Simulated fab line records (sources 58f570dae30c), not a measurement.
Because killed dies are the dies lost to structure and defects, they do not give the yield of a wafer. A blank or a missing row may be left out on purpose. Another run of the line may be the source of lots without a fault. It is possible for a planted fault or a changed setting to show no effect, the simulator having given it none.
What tool caused it? ; flow berkeleyCmos170 ; 14 lots, 42 wafers sampled, at 5 steps of a route of 331

== WHAT EACH GAUGE READ, for each wafer ==
UCB170_NSD_CD_MEAS_06 targets a cd of 1200 nm.
lot;measured;on;cdNm (nm)
L961;day 7 19:59;cdSem-01;1199.4 1198.3 1199.5
L963;day 8 08:34;cdSem-02;1199.5 1201.0 1199.8
L964;day 8 08:53;cdSem-01;1201.4 1202.0 1201.9
L967;day 8 19:11;cdSem-02;1199.7 1199.1 1200.1
L965;day 8 18:55;cdSem-01;1200.6 1200.6 1200.1
L969;day 9 18:14;cdSem-01;1200.4 1200.8 1199.7
L970;day 9 18:28;cdSem-02;1200.5 1200.1 1202.0
L973;day 10 03:11;cdSem-02;1200.7 1201.5 1201.6
L978;day 11 13:14;cdSem-01;1197.6 1198.8 1198.8
L981;day 12 03:41;cdSem-01;- - -
L980;day 12 03:45;cdSem-02;- - -
L982;day 12 14:17;cdSem-02;1200.3 1200.9 1200.1
L983;day 12 13:54;cdSem-01;1199.7 1198.4 1199.0
L984;day 12 22:41;cdSem-01;1200.1 1198.9 1199.9

UCB170_SDANNEAL_RS_MEAS_03: uses a four-point probe to measure.
lot;measured;on;NSD_RS (ohm/sq)
L961;day 7 21:37;filmMetro-03;37.13 37.17 37.25
L963;day 8 10:43;filmMetro-01;37.25 37.08 37.13
L964;day 8 11:13;filmMetro-03;37.28 37.20 37.24
L967;day 8 21:01;filmMetro-02;37.52 37.40 37.43
L965;day 8 20:37;filmMetro-01;37.11 37.17 37.07
L969;day 9 19:54;filmMetro-03;37.30 37.26 37.24
L970;day 9 20:09;filmMetro-01;37.17 37.08 37.15
L973;day 10 04:59;filmMetro-02;37.27 37.20 37.21
L978;day 11 15:11;filmMetro-02;37.25 37.15 37.20
L981;day 12 05:18;filmMetro-02;37.32 37.33 37.27
L980;day 12 05:28;filmMetro-01;37.29 37.25 37.22
L982;day 12 15:55;filmMetro-02;37.41 37.45 37.36
L983;day 12 15:38;filmMetro-03;37.34 37.14 37.24
L984;day 13 00:17;filmMetro-02;37.19 37.22 37.25

UCB170_V1_THK_MEAS_04.
lot;measured;on;V1_POLISHED_THK (nm)
L961;day 8 08:10;filmMetro-01;1002.0 1000.7 998.7
L963;day 8 20:40;filmMetro-03;1000.9 1000.4 999.8
L964;day 8 22:13;filmMetro-03;1001.7 1000.3 1000.6
L967;day 9 07:47;filmMetro-04;999.3 1000.6 1000.0
L965;day 9 07:47;filmMetro-03;998.3 998.3 999.8
L969;day 10 05:20;filmMetro-03;998.8 1000.9 999.9
L970;day 10 06:40;filmMetro-03;1000.9 1000.5 999.7
L973;day 10 16:58;filmMetro-04;999.2 998.9 999.0
L978;day 12 00:29;filmMetro-01;999.8 999.7 999.8
L981;day 12 16:53;filmMetro-04;998.8 998.3 999.7
L980;day 12 18:12;filmMetro-04;1001.7 1001.4 999.5
L982;day 13 02:59;filmMetro-04;997.3 997.7 998.9
L983;day 13 04:17;filmMetro-04;999.2 1003.0 1000.6
L984;day 13 09:37;filmMetro-01;1001.2 999.8 1001.0

== WHICH TOOL RAN EACH LOT (tool, then ch and the chambers of the sampled wafers, then the start) ==
lot;UCB170_GATE_ETCH_14;UCB170_NSD_COAT_01
L961;rieDiel-03 ch 0,2,3, day 7 02:27;lithoTrack-03 ch 0, day 7 18:36
L963;rieDiel-01 ch 1,2,3, day 7 17:43;lithoTrack-04 ch 0, day 8 07:16
L964;rieDiel-04 ch 0,1,3, day 7 17:57;lithoTrack-01 ch 0, day 8 07:23
L967;rieDiel-01 ch 1,2,3, day 8 05:38;lithoTrack-03 ch 0, day 8 18:18
L965;rieDiel-04 ch 1,2,3, day 8 05:54;lithoTrack-01 ch 0, day 8 18:04
L969;rieDiel-03 ch 0,1,3, day 9 05:14;lithoTrack-04 ch 0, day 9 17:23
L970;rieDiel-01 ch 1,2,3, day 9 05:31;lithoTrack-03 ch 0, day 9 17:39
L973;rieDiel-01 ch 0,1, day 9 14:13;lithoTrack-03 ch 0, day 10 02:21
L978;rieDiel-03 ch 0,3, day 10 21:25;lithoTrack-03 ch 0, day 11 12:26
L981;rieDiel-01 ch 0,2,3, day 11 12:38;lithoTrack-01, day 12 02:29
L980;rieDiel-04 ch 0,1, day 11 13:07;lithoTrack-03, day 12 02:39
L982;rieDiel-04 ch 1,2,3, day 11 21:40;lithoTrack-01 ch 0, day 12 12:56
L983;rieDiel-03 ch 0,1,2, day 11 21:55;lithoTrack-04 ch 0, day 12 12:38
L984;rieDiel-03 ch 0,1,3, day 12 07:52;lithoTrack-03 ch 0, day 12 21:07
- UCB170_GATE_ETCH_14: etches BARC in N2/H2.
- UCB170_NSD_COAT_01: resist thk 907.9 nm.

== WHAT THE TOOLS THEMSELVES READ (means of the sampled wafers that have a number; where no wafer has one, the mark that the record gives instead) ==
UCB170_GATE_ETCH_14.
lot;tool;drypumpMotorCurrentA (A);oesProductAu (a.u.);throttleValvePct (%)
L961;rieDiel-03;5.6;1.009;13.27
L963;rieDiel-01;5.8;0.994;13.23
L964;rieDiel-04;5.7;1.010;13.38
L967;rieDiel-01;5.8;0.993;13.23
L965;rieDiel-04;6.0;1.008;13.34
L969;rieDiel-03;5.6;1.027;13.31
L970;rieDiel-01;5.8;0.995;13.23
L973;rieDiel-01;6.5;1.032;13.18
L978;rieDiel-03;5.5;1.030;13.22
L981;rieDiel-01;6.0;1.009;13.32
L980;rieDiel-04;5.8;1.008;13.23
L982;rieDiel-04;6.0;1.010;13.34
L983;rieDiel-03;5.7;1.006;13.35
L984;rieDiel-03;5.6;1.027;13.31

UCB170_NSD_COAT_01.
lot;tool;chillPlateTempC (C);dispensePressureKPa (kPa)
L961;lithoTrack-03;23.01;50.9
L963;lithoTrack-04;23.10;49.3
L964;lithoTrack-01;23.09;55.9
L967;lithoTrack-03;23.08;50.9
L965;lithoTrack-01;22.95;55.9
L969;lithoTrack-04;22.89;49.3
L970;lithoTrack-03;23.06;50.9
L973;lithoTrack-03;23.03;50.8
L978;lithoTrack-03;23.04;50.7
L981;lithoTrack-01;-;-
L980;lithoTrack-03;-;-
L982;lithoTrack-01;23.06;55.8
L983;lithoTrack-04;23.01;49.2
L984;lithoTrack-03;22.84;50.7

== THE ANSWER, worked out from the rows above alone ==
Rule: the lots themselves supply what counts as usual. Put in order of their means at a reading, lots are off if they are a third of the lots or fewer, leave a main group of 4 or more, and stand apart from it by a gap of 3 or more times the standard deviation of the main group's means; of several such gaps the widest counts. The tables above print the reading to a certain number of digits; a main group whose means all agree to those digits is not used. Also off: a lot with no number at a reading for which 4 or more lots have one. The other lots that the step has rows for count as sound. After the gauges, taken in route order, come the tools' own readings; for these a lot's mean is taken, as printed above. The first step at which some lot is off is used, and at that step the reading that is off furthest; a lot without a number counts as furthest.
Off, at UCB170_NSD_CD_MEAS_06 on cdNm: L981, L980. Without a number there: L981, L980. The main group has a mean of 1200.1 nm with a standard deviation of 0.94.
A tool fits if, at a process step before that reading, it ran every lot that is off, and no sound lot after the first of them. The gauges at UCB170_NSD_CD_MEAS_06 aren't tried: what is off there is off at UCB170_NSD_COAT_01 too, on other tools, and a gauge's error can't cause that. None of those tried fits.

== WHAT THE SIMULATOR HAD INSERTED ==
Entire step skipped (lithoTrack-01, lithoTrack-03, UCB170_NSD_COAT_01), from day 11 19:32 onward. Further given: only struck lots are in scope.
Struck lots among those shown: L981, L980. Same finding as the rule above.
